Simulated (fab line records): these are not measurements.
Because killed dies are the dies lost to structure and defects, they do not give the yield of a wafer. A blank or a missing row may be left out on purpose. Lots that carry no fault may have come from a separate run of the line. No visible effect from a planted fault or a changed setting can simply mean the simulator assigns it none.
Matching of chambers :: flow berkeley cmos170 :: UCB170_BACKSIDE_CLEAN_04 on wet bench-03 has 3 sister chambers
The step cleans in SPM, time 600 s. 3 wafers are shown with their chamber, then 8 later ones without.

== EACH WAFER AND ITS CHAMBER ==
wafer: L870.5
chamber: 2
bath guard temp C (C): 120.3

wafer: L883.5
chamber: 0
bath guard temp C (C): 120.7

wafer: L885.2
chamber: 3
bath guard temp C (C): 120.2

== WAFERS MISSING THEIR CHAMBER ==
wafer: L885.4
bath guard temp C (C): 120.1

wafer: L885.6
bath guard temp C (C): 119.8

wafer: L887.2
bath guard temp C (C): 119.9

wafer: L887.5
bath guard temp C (C): 119.8

wafer: L887.6
bath guard temp C (C): 119.9

wafer: L889.1
bath guard temp C (C): 120.6

wafer: L889.2
bath guard temp C (C): 120.8

wafer: L889.6
bath guard temp C (C): 120.9

== EACH ONE'S CHAMBER ==
wafer: L885.4
from the rows above: can't be placed: 3 or 2 or 0
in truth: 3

wafer: L885.6
from the rows above: can't be placed: 3 or 2 or 0
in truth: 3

wafer: L887.2
from the rows above: can't be placed: 3 or 2 or 0
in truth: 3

wafer: L887.5
from the rows above: can't be placed: 3 or 2 or 0
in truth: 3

wafer: L887.6
from the rows above: can't be placed: 3 or 2 or 0
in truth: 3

wafer: L889.1
from the rows above: can't be placed: 0 or 2 or 3
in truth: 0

wafer: L889.2
from the rows above: can't be placed: 0 or 2 or 3
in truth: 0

wafer: L889.6
from the rows above: can't be placed: 0 or 2 or 3
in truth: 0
0 of 8 placed correctly. These rows do not allow placing 8 (true chamber among the candidates in 8). Number placed wrongly: 0.
How it was worked out, from the rows above alone: a wafer's distance from a chamber is the root of the sum, over the readings, of the square of ((its reading less the chamber's mean) divided by the reading's scatter). If the next closest chamber is less than 2 further off than the closest, the wafer can't be placed; otherwise it belongs to the closest. The mean given for a chamber averages the wafers shown for that chamber. The scatter: root of mean squared gap, hidden wafer to nearest shown wafer, with one shown wafer a chamber.
